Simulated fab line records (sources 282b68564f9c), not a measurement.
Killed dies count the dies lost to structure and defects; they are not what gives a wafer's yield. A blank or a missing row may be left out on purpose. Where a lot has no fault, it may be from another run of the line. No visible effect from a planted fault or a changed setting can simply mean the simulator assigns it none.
fab line records || flow rit_cmos
[record] {"lots": 14, "wafers": 42, "last_day": 7}
route steps=202 shown GATE@88 M1@202
lots untouched by any fault: they come from a run of this same line in which no faults occurred
start_h: the number of hours between the record's first day and the start of the first shown wafer of the lot || wait_h: hours from the lot's prior step to this one || " the same as in the row above || L1.1+2: a row that stands for several wafers || - no value, or no start given || * or withheld: withheld || < > ~ a bound
route shown NAME@n: names a module that has steps shown in the file, with the first one's number in the route || usual: the fault-free wafers' mean and standard deviation || same: alike in all rows || chamber/n: place in a boat || sites: the reading at each site || _std_site: standard deviation across them || _edge_site: outer sites' mean less inner sites' || radius_mm: for every site, how far away it sits from the centre of the wafer || mask NAME#n: copy n || behind: the most recent tool/chamber to have shaped the wafer || hold: why the lot was held/for how many hours/how that ended || device: transistor that didn't switch, given as n, p or np || end of line: tests of these same wafers at the route's end || a step with no rows: only its recipe || killed: count of dies lost to structure and defects at first sort (not the wafer's yield) || map: a wafer's dies, marking killed ones x, the rest . and places with no die _
set.NAME: the run value of the setting; set.NAME@STEP: its run value at that earlier step || model.NAME: the simulator's own value behind a step, which no gauge read
a sample of lots followed through the steps of the route, with each step as a table and each wafer as a row
[[steps]]
[step RIT_GATE_SOFTBAKE_12]
[recipe] {"resist": "NOVOLAK", "temp_c": 90, "time_s": 60}
[usual] {"chill_plate_temp_C": "23.01/0.095", "exhaust_pa": "45.0/0.95", "heater_power_total_W": "34.56/0.049", "run_length_s": "89.30/0.17"}
{"lot.wafer": "L940.1", "tool": "litho_track-04", "chamber": 0, "start_h": 45.57, "wait_h": 0.1, "chill_plate_temp_C": 23.17, "exhaust_pa": 45.3, "heater_power_total_W": 34.63, "run_length_s": 89.03}
{"lot.wafer": "L940.2", "tool": "litho_track-04", "chamber": 0, "start_h": 45.57, "wait_h": 0.1, "chill_plate_temp_C": 23.13, "exhaust_pa": 46.3, "heater_power_total_W": 34.52, "run_length_s": 89.02}
{"lot.wafer": "L940.6", "tool": "litho_track-04", "chamber": 0, "start_h": 45.57, "wait_h": 0.1, "chill_plate_temp_C": 23.05, "exhaust_pa": 45.2, "heater_power_total_W": 34.57, "run_length_s": 89.13}
{"lot.wafer": "L943.1", "tool": "litho_track-02", "chamber": 0, "start_h": 56.16, "wait_h": 0.1, "chill_plate_temp_C": 22.93, "exhaust_pa": 45.5, "heater_power_total_W": 34.62, "run_length_s": 89.35}
{"lot.wafer": "L943.3", "tool": "litho_track-02", "chamber": 0, "start_h": 56.16, "wait_h": 0.1, "chill_plate_temp_C": 22.89, "exhaust_pa": 46.1, "heater_power_total_W": 34.53, "run_length_s": 89.42}
{"lot.wafer": "L943.4", "tool": "litho_track-02", "chamber": 0, "start_h": 56.16, "wait_h": 0.1, "chill_plate_temp_C": 23.02, "exhaust_pa": 44.5, "heater_power_total_W": 34.60, "run_length_s": 89.64}
{"lot.wafer": "L946.1", "tool": "litho_track-01", "chamber": 0, "start_h": 70.86, "wait_h": 0.1, "chill_plate_temp_C": 23.04, "exhaust_pa": 43.6, "heater_power_total_W": 34.54, "run_length_s": 89.25}
{"lot.wafer": "L946.5", "tool": "litho_track-01", "chamber": 0, "start_h": 70.86, "wait_h": 0.1, "chill_plate_temp_C": 22.92, "exhaust_pa": 43.5, "heater_power_total_W": 34.56, "run_length_s": 89.24}
{"lot.wafer": "L946.6", "tool": "litho_track-01", "chamber": 0, "start_h": 70.86, "wait_h": 0.1, "chill_plate_temp_C": 23.03, "exhaust_pa": 45.2, "heater_power_total_W": 34.54, "run_length_s": 89.43}
{"lot.wafer": "L948.1", "tool": "litho_track-04", "chamber": 0, "start_h": 81.60, "wait_h": 0.1, "chill_plate_temp_C": 23.12, "exhaust_pa": 44.7, "heater_power_total_W": 34.54, "run_length_s": 89.18}
{"lot.wafer": "L948.3", "tool": "litho_track-04", "chamber": 0, "start_h": 81.60, "wait_h": 0.1, "chill_plate_temp_C": 23.13, "exhaust_pa": 45.5, "heater_power_total_W": 34.59, "run_length_s": 89.31}
{"lot.wafer": "L948.4", "tool": "litho_track-04", "chamber": 0, "start_h": 81.60, "wait_h": 0.1, "chill_plate_temp_C": 23.10, "exhaust_pa": 45.2, "heater_power_total_W": 34.60, "run_length_s": 89.07}
{"lot.wafer": "L949.1", "tool": "litho_track-04", "chamber": 0, "start_h": 85.27, "wait_h": 0.1, "chill_plate_temp_C": 23.05, "exhaust_pa": 46.1, "heater_power_total_W": 34.58, "run_length_s": 89.02}
{"lot.wafer": "L949.2", "tool": "litho_track-04", "chamber": 0, "start_h": 85.27, "wait_h": 0.1, "chill_plate_temp_C": 23.02, "exhaust_pa": 45.0, "heater_power_total_W": 34.57, "run_length_s": 89.12}
{"lot.wafer": "L949.6", "tool": "litho_track-04", "chamber": 0, "start_h": 85.27, "wait_h": 0.1, "chill_plate_temp_C": 22.91, "exhaust_pa": 45.3, "heater_power_total_W": 34.54, "run_length_s": 89.19}
{"lot.wafer": "L950.1", "tool": "litho_track-01", "chamber": 0, "start_h": 92.62, "wait_h": 0.1, "chill_plate_temp_C": 22.82, "exhaust_pa": 43.9, "heater_power_total_W": 34.57, "run_length_s": 89.17}
{"lot.wafer": "L950.2", "tool": "litho_track-01", "chamber": 0, "start_h": 92.62, "wait_h": 0.1, "chill_plate_temp_C": 22.96, "exhaust_pa": 46.3, "heater_power_total_W": 34.64, "run_length_s": 89.57}
{"lot.wafer": "L950.4", "tool": "litho_track-01", "chamber": 0, "start_h": 92.62, "wait_h": 0.1, "chill_plate_temp_C": 22.93, "exhaust_pa": 45.2, "heater_power_total_W": 34.53, "run_length_s": 89.42}
{"lot.wafer": "L951.1", "tool": "litho_track-04", "chamber": 0, "start_h": 95.51, "wait_h": 0.1, "chill_plate_temp_C": 22.91, "exhaust_pa": 45.6, "heater_power_total_W": 34.61, "run_length_s": 89.08}
{"lot.wafer": "L951.5", "tool": "litho_track-04", "chamber": 0, "start_h": 95.51, "wait_h": 0.1, "chill_plate_temp_C": 23.16, "exhaust_pa": 46.0, "heater_power_total_W": 34.59, "run_length_s": 89.38}
{"lot.wafer": "L951.6", "tool": "litho_track-04", "chamber": 0, "start_h": 95.51, "wait_h": 0.1, "chill_plate_temp_C": 22.99, "exhaust_pa": 45.6, "heater_power_total_W": 34.61, "run_length_s": 89.28}
{"lot.wafer": "L952.2", "tool": "litho_track-01", "chamber": 0, "start_h": 101.81, "wait_h": 0.1, "chill_plate_temp_C": 22.99, "exhaust_pa": 45.8, "heater_power_total_W": 34.64, "run_length_s": 89.37}
{"lot.wafer": "L952.4", "tool": "litho_track-01", "chamber": 0, "start_h": 101.81, "wait_h": 0.1, "chill_plate_temp_C": 22.98, "exhaust_pa": 44.6, "heater_power_total_W": 34.55, "run_length_s": 89.16}
{"lot.wafer": "L952.5", "tool": "litho_track-01", "chamber": 0, "start_h": 101.81, "wait_h": 0.1, "chill_plate_temp_C": 23.10, "exhaust_pa": 45.6, "heater_power_total_W": 34.60, "run_length_s": 89.23}
{"lot.wafer": "L953.1", "tool": "litho_track-04", "chamber": 0, "start_h": 108.43, "wait_h": 0.1, "chill_plate_temp_C": 23.03, "exhaust_pa": 44.3, "heater_power_total_W": 36.76, "run_length_s": 76.91}
{"lot.wafer": "L953.3", "tool": "litho_track-04", "chamber": 0, "start_h": 108.43, "wait_h": 0.1, "chill_plate_temp_C": 22.80, "exhaust_pa": 43.5, "heater_power_total_W": 36.71, "run_length_s": 76.97}
{"lot.wafer": "L953.6", "tool": "litho_track-04", "chamber": 0, "start_h": 108.43, "wait_h": 0.1, "chill_plate_temp_C": 23.03, "exhaust_pa": 43.5, "heater_power_total_W": 36.74, "run_length_s": 76.99}
{"lot.wafer": "L954.1", "tool": "litho_track-02", "chamber": 0, "start_h": 111.35, "wait_h": 0.1, "chill_plate_temp_C": 23.16, "exhaust_pa": 44.2, "heater_power_total_W": 34.60, "run_length_s": 89.59}
{"lot.wafer": "L954.4", "tool": "litho_track-02", "chamber": 0, "start_h": 111.35, "wait_h": 0.1, "chill_plate_temp_C": 23.05, "exhaust_pa": 47.8, "heater_power_total_W": 34.53, "run_length_s": 89.38}
{"lot.wafer": "L954.6", "tool": "litho_track-02", "chamber": 0, "start_h": 111.35, "wait_h": 0.1, "chill_plate_temp_C": 23.15, "exhaust_pa": 46.0, "heater_power_total_W": 34.48, "run_length_s": 89.46}
{"lot.wafer": "L958.1", "tool": "litho_track-02", "chamber": 0, "start_h": 132.27, "wait_h": 0.1, "chill_plate_temp_C": 22.85, "exhaust_pa": 43.9, "heater_power_total_W": 34.47, "run_length_s": 89.39}
{"lot.wafer": "L958.2", "tool": "litho_track-02", "chamber": 0, "start_h": 132.27, "wait_h": 0.1, "chill_plate_temp_C": 23.05, "exhaust_pa": 45.3, "heater_power_total_W": 34.59, "run_length_s": 89.34}
{"lot.wafer": "L958.4", "tool": "litho_track-02", "chamber": 0, "start_h": 132.27, "wait_h": 0.1, "chill_plate_temp_C": 22.90, "exhaust_pa": 45.1, "heater_power_total_W": 34.62, "run_length_s": 89.40}
{"lot.wafer": "L960.3", "tool": "litho_track-04", "chamber": 0, "start_h": 141.64, "wait_h": 0.1, "chill_plate_temp_C": 22.94, "exhaust_pa": 46.1, "heater_power_total_W": 36.77, "run_length_s": 76.91}
{"lot.wafer": "L960.4", "tool": "litho_track-04", "chamber": 0, "start_h": 141.64, "wait_h": 0.1, "chill_plate_temp_C": 23.12, "exhaust_pa": 43.6, "heater_power_total_W": 36.88, "run_length_s": 76.94}
{"lot.wafer": "L960.6", "tool": "litho_track-04", "chamber": 0, "start_h": 141.64, "wait_h": 0.1, "chill_plate_temp_C": 22.98, "exhaust_pa": 45.8, "heater_power_total_W": 36.85, "run_length_s": 76.84}
{"lot.wafer": "L961.2", "tool": "litho_track-01", "chamber": 0, "start_h": 146.74, "wait_h": 0.1, "chill_plate_temp_C": 23.03, "exhaust_pa": 45.1, "heater_power_total_W": 34.59, "run_length_s": 89.32}
{"lot.wafer": "L961.4", "tool": "litho_track-01", "chamber": 0, "start_h": 146.74, "wait_h": 0.1, "chill_plate_temp_C": 22.87, "exhaust_pa": 45.5, "heater_power_total_W": 34.57, "run_length_s": 89.15}
{"lot.wafer": "L961.5", "tool": "litho_track-01", "chamber": 0, "start_h": 146.74, "wait_h": 0.1, "chill_plate_temp_C": 23.06, "exhaust_pa": 45.9, "heater_power_total_W": 34.50, "run_length_s": 89.21}
{"lot.wafer": "L962.2", "tool": "litho_track-02", "chamber": 0, "start_h": 151.47, "wait_h": 0.1, "chill_plate_temp_C": 22.94, "exhaust_pa": 44.1, "heater_power_total_W": 34.57, "run_length_s": 89.60}
{"lot.wafer": "L962.4", "tool": "litho_track-02", "chamber": 0, "start_h": 151.47, "wait_h": 0.1, "chill_plate_temp_C": 23.05, "exhaust_pa": 44.4, "heater_power_total_W": 34.67, "run_length_s": 89.58}
{"lot.wafer": "L962.6", "tool": "litho_track-02", "chamber": 0, "start_h": 151.47, "wait_h": 0.1, "chill_plate_temp_C": 23.03, "exhaust_pa": 44.3, "heater_power_total_W": 34.53, "run_length_s": 89.47}
[step RIT_M1_PROBE_99]
[usual] {"killed_at_contacts": "0.0/0.18", "killed_at_front_end": "6/3.1", "killed_dies": "6/3.1", "killed_open": "3.4/1.9", "killed_short": "3.1/2"}
[same] {"gross_dies": 264, "killed_at_M0_to_M3": 0, "killed_at_M4_up": 0, "killed_at_back_side": 0, "killed_at_other": 0}
{"lot.wafer": "L943.1", "tool": "prober-01", "chamber": "-", "start_h": 76.78, "wait_h": 0.1, "killed_at_contacts": 0, "killed_at_front_end": 3, "killed_dies": 3, "killed_open": 2, "killed_short": 1}
{"lot.wafer": "L943.3", "tool": "prober-01", "chamber": "-", "start_h": 76.88, "wait_h": 0.2, "killed_at_contacts": 0, "killed_at_front_end": 2, "killed_dies": 2, "killed_open": 0, "killed_short": 2}
{"lot.wafer": "L943.4", "tool": "prober-01", "chamber": "-", "start_h": 76.93, "wait_h": 0.2, "killed_at_contacts": 0, "killed_at_front_end": 2, "killed_dies": 2, "killed_open": 2, "killed_short": 0}
{"lot.wafer": "L946.1", "tool": "prober-02", "chamber": "-", "start_h": 91.88, "wait_h": 0.1, "killed_at_contacts": 0, "killed_at_front_end": 5, "killed_dies": 5, "killed_open": 3, "killed_short": 2}
{"lot.wafer": "L946.5", "tool": "prober-02", "chamber": "-", "start_h": 92.08, "wait_h": 0.2, "killed_at_contacts": 0, "killed_at_front_end": 8, "killed_dies": 8, "killed_open": 4, "killed_short": 4}
{"lot.wafer": "L946.6", "tool": "prober-02", "chamber": "-", "start_h": 92.13, "wait_h": 0.2, "killed_at_contacts": 0, "killed_at_front_end": 6, "killed_dies": 6, "killed_open": 2, "killed_short": 4}
{"lot.wafer": "L949.1", "tool": "prober-01", "chamber": "-", "start_h": 106.25, "wait_h": 0.1, "killed_at_contacts": 0, "killed_at_front_end": 5, "killed_dies": 5, "killed_open": 2, "killed_short": 3}
{"lot.wafer": "L949.2", "tool": "prober-01", "chamber": "-", "start_h": 106.30, "wait_h": 0.1, "killed_at_contacts": 0, "killed_at_front_end": 9, "killed_dies": 9, "killed_open": 5, "killed_short": 4}
{"lot.wafer": "L949.6", "tool": "prober-01", "chamber": "-", "start_h": 106.50, "wait_h": 0.2, "killed_at_contacts": 0, "killed_at_front_end": 8, "killed_dies": 8, "killed_open": 5, "killed_short": 3}
{"lot.wafer": "L950.1", "tool": "prober-02", "chamber": "-", "start_h": 114.75, "wait_h": 0.1, "killed_at_contacts": 0, "killed_at_front_end": 3, "killed_dies": 3, "killed_open": 2, "killed_short": 1}
{"lot.wafer": "L950.2", "tool": "prober-02", "chamber": "-", "start_h": 114.80, "wait_h": 0.1, "killed_at_contacts": 0, "killed_at_front_end": 10, "killed_dies": 10, "killed_open": 4, "killed_short": 6}
{"lot.wafer": "L950.4", "tool": "prober-02", "chamber": "-", "start_h": 114.90, "wait_h": 0.2, "killed_at_contacts": 0, "killed_at_front_end": 7, "killed_dies": 7, "killed_open": 4, "killed_short": 3}
{"lot.wafer": "L951.1", "tool": "prober-01", "chamber": "-", "start_h": 116.50, "wait_h": 0.1, "killed_at_contacts": 0, "killed_at_front_end": 10, "killed_dies": 10, "killed_open": 6, "killed_short": 4}
{"lot.wafer": "L951.5", "tool": "prober-01", "chamber": "-", "start_h": 116.70, "wait_h": 0.2, "killed_at_contacts": 0, "killed_at_front_end": 9, "killed_dies": 9, "killed_open": 3, "killed_short": 6}
{"lot.wafer": "L951.6", "tool": "prober-01", "chamber": "-", "start_h": 116.75, "wait_h": 0.2, "killed_at_contacts": 0, "killed_at_front_end": 8, "killed_dies": 8, "killed_open": 3, "killed_short": 5}
{"lot.wafer": "L952.2", "tool": "prober-02", "chamber": "-", "start_h": 124.69, "wait_h": 0.1, "killed_at_contacts": 0, "killed_at_front_end": 11, "killed_dies": 11, "killed_open": 5, "killed_short": 6}
{"lot.wafer": "L952.4", "tool": "prober-02", "chamber": "-", "start_h": 124.79, "wait_h": 0.2, "killed_at_contacts": 0, "killed_at_front_end": 6, "killed_dies": 6, "killed_open": 4, "killed_short": 2}
{"lot.wafer": "L952.5", "tool": "prober-02", "chamber": "-", "start_h": 124.84, "wait_h": 0.2, "killed_at_contacts": 0, "killed_at_front_end": 5, "killed_dies": 5, "killed_open": 3, "killed_short": 2}
{"lot.wafer": "L960.3", "tool": "prober-02", "chamber": "-", "start_h": 163.49, "wait_h": 0.2, "killed_at_contacts": 0, "killed_at_front_end": 6, "killed_dies": 6, "killed_open": 0, "killed_short": 6}
{"lot.wafer": "L960.4", "tool": "prober-02", "chamber": "-", "start_h": 163.54, "wait_h": 0.2, "killed_at_contacts": 0, "killed_at_front_end": 5, "killed_dies": 5, "killed_open": 3, "killed_short": 2}
{"lot.wafer": "L960.6", "tool": "prober-02", "chamber": "-", "start_h": 163.64, "wait_h": 0.2, "killed_at_contacts": 0, "killed_at_front_end": 5, "killed_dies": 5, "killed_open": 4, "killed_short": 1}
// killed by level:class
L943.1 GATE:geometric_particle:open=1 GATE:geometric_particle:short=1 SILICIDE:geometric_particle:open=1
L943.3 FOX1:geometric_particle:short=1 SILICIDE:geometric_particle:short=1
L943.4 REOX:geometric_particle:open=2
L946.1 GATE:geometric_particle:open=2 FOX2:geometric_particle:short=1 GATE:geometric_particle:short=1 REOX:geometric_particle:open=1
L946.5 GATE:geometric_particle:short=3 GATE:geometric_particle:open=2 REOX:geometric_particle:open=2 REOX:geometric_particle:short=1
L946.6 FOX1:geometric_particle:open=1 GATE:geometric_particle:short=1 REOX:geometric_particle:short=1 REOX:geometric_particle:open=1 SPACER:geometric_particle:short=1 SILICIDE:geometric_particle:short=1
L949.1 FOX1:geometric_particle:short=2 FOX1:geometric_particle:open=1 GATE:geometric_particle:open=1 SPACER:geometric_particle:short=1
L949.2 GATE:geometric_particle:short=3 GATE:geometric_particle:open=2 SILICIDE:geometric_particle:open=2 FOX1:geometric_particle:open=1 SILICIDE:geometric_particle:short=1
L949.6 GATE:geometric_particle:short=3 GATE:geometric_particle:open=3 FOX1:geometric_particle:open=1 SPACER:geometric_particle:open=1
L950.1 FOX1:geometric_particle:open=1 FOX2:geometric_particle:open=1 SPACER:geometric_particle:short=1
L950.2 FOX1:geometric_particle:short=2 GATE:geometric_particle:open=2 SPACER:geometric_particle:short=2 GATE:geometric_particle:short=1 REOX:geometric_particle:open=1 REOX:geometric_particle:short=1 SILICIDE:geometric_particle:open=1
L950.4 SILICIDE:geometric_particle:open=3 GATE:geometric_particle:short=2 REOX:geometric_particle:open=1 SPACER:geometric_particle:short=1
L951.1 FOX1:geometric_particle:short=2 FOX1:geometric_particle:open=2 GATE:geometric_particle:short=2 FOX2:geometric_particle:open=1 GATE:geometric_particle:open=1 REOX:geometric_particle:open=1 SPACER:geometric_particle:open=1
L951.5 GATE:geometric_particle:short=3 SPACER:geometric_particle:open=3 FOX1:geometric_particle:short=1 FOX2:geometric_particle:short=1 REOX:geometric_particle:short=1
L951.6 GATE:geometric_particle:short=2 SPACER:geometric_particle:short=2 FOX1:geometric_particle:open=1 FOX1:geometric_particle:short=1 SPACER:geometric_particle:open=1 SILICIDE:geometric_particle:open=1
L952.2 GATE:geometric_particle:short=3 GATE:geometric_particle:open=2 SILICIDE:geometric_particle:open=2 FOX2:geometric_particle:open=1 FOX2:geometric_particle:short=1 SPACER:geometric_particle:short=1 SILICIDE:geometric_particle:short=1
L952.4 GATE:geometric_particle:open=3 GATE:geometric_particle:short=2 FOX2:geometric_particle:open=1
L952.5 GATE:geometric_particle:open=2 FOX2:geometric_particle:short=1 REOX:geometric_particle:open=1 SPACER:geometric_particle:short=1
L960.3 SPACER:geometric_particle:short=4 FOX1:geometric_particle:short=1 GATE:geometric_particle:short=1
L960.4 GATE:geometric_particle:open=3 GATE:geometric_particle:short=1 SILICIDE:geometric_particle:short=1
L960.6 GATE:geometric_particle:open=3 SPACER:geometric_particle:open=1 SPACER:geometric_particle:short=1
[[key]]
[first_sign] {"step": "RIT_GATE_SOFTBAKE_12", "reading": "run_length_s", "direction": "down", "sigmas": 73, "usual": "*", "struck": "*"}
[effect] {"step": "RIT_GATE_SOFTBAKE_12", "reading": "heater_power_total_W", "direction": "up", "sigmas": 46, "usual": 34.56, "struck": 36.79}
met_at RIT_GATE_SOFTBAKE_12
struck_lots L953,L960
tester_left_out L953,L960
onset_between 95.51 108.43
[fault] {"kind": "process_parameter_drift", "tool": "litho_track-04", "chamber": "-", "onset_h": 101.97, "steps": "RIT_GATE_SOFTBAKE_12", "channel": "time_s", "offset": "*", "shape": "step", "end_h": 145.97, "acts_in": "*", "stated": "*"}
// tester_left_out: of these lots the tester's yield and bins aren't shown, on N5 and GAA mostly nor the transistor test; their killed dies are dies lost to structure and defects alone, not to doping, threshold or leakage, so they don't give the yield
